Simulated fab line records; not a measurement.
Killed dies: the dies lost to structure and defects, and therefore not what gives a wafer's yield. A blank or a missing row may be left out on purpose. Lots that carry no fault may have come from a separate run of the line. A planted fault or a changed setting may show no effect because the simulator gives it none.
Problem report in the 8D (eight disciplines) form, filled by code	flow berkeley_cmos170	the parts of the form that need people (team, actions taken, sign-off) are left out

## 1. WHAT IS WRONG
NLDD_TW at UCB170_NLDD_TW_MEAS_11 reads a mean of 2386 on 6 wafers of 2 lots; wafers without a fault read 2222 with a standard deviation of 27. That puts it +6.1 standard deviations away from the usual mean.
Earliest sighting: wafer L856.1 on film_metro-04 at day 11 04:01. At this step, 42 wafers from 14 lots have a number in the record. Rule for "out" (also "out of limits"): further than 4 standard deviations from the usual mean. All remaining wafers that have a number are taken as sound.

## 2. WHAT IT IS, WHAT IT ISN'T
question	is	is not
which readings at this step	NLDD_TW	-
which lots	L856, L860	L842, L844, L845, L846, L847, L848, L850, L851, L852, L861, L862, L864
which wafers of those lots	all that have a number	-
read on which gauges	film_metro-04	film_metro-01, film_metro-03
when	from day 11 04:01	up to then (27 sound wafers); but 9 sound wafers of L861, L862, L864 came after

## 3. SUSPECTS, AND WHAT RULES EACH OUT
Counting: any tool at a process step up to the reading is kept as a suspect provided that every lot that is out went through it and no sound lot did after the first of them.
- the gauge at UCB170_NLDD_TW_MEAS_11 is ruled out. All the wafers that are out were read on film_metro-04, but those of them that UCB170_NLDD_IMPLANT_08 has rows for are out there too, on other tools.
- implanter-04 at UCB170_NLDD_IMPLANT_08: kept. Every lot that is out went through it, starting with L856 (day 11 03:37), and after that it ran no sound lot; the last sound lot it ran before then is L851 (day 9 21:34). Its own dose_ions_cm2, faraday_current_uA readings are out on those wafers.
The count leaves implanter-04 at UCB170_NLDD_IMPLANT_08.

## 4. THE CAUSE (what the simulator had put in)
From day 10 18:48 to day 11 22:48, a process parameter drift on implanter-04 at UCB170_NLDD_IMPLANT_08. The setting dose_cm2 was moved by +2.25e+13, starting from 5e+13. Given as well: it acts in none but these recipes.
Counting left only this tool.

## 5. SEQUENCE OF EFFECTS, ordered by route
One row per reading whose mean, taken over the struck wafers that have a number, lies over 3 standard deviations from the usual. Only readings whose record carries a usual standard deviation are examined. hours: median over the lots of the time between each lot's start at the first step of this table that gives one and its start at this step. sigmas: the change, counted in usual standard deviations.
hours	step	reading	usual	on struck wafers	change	sigmas
0	UCB170_NLDD_IMPLANT_08	dose_ions_cm2	5e+13	7e+13	+2e+13	+99 or more
0	UCB170_NLDD_IMPLANT_08	faraday_current_uA	158	228	+70	+23
0	UCB170_NLDD_TW_MEAS_11	NLDD_TW	2222	2386	+164	+6.1
13	UCB170_SDANNEAL_RS_MEAS_05	NLDD_RS	617.0 ohm/sq	537.0	-80.0	-62
Process steps it contains:
- UCB170_NLDD_IMPLANT_08

## 6. WHAT WOULD HAVE CAUGHT IT SOONER
The first out-of-limits reading at a measuring or inspecting step in this record came at day 11 04:01, 9 hours after the fault's start at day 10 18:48.
The tool's own readings at UCB170_NLDD_IMPLANT_08 were out on every struck wafer that the step has a row for (dose_ions_cm2, faraday_current_uA): an alarm limit on them would have fired on the first of those.
L860, from the lots that are out (2), started UCB170_NLDD_IMPLANT_08 on implanter-04 later than day 11 04:01. Had the tool been put on hold then, it would have been spared.
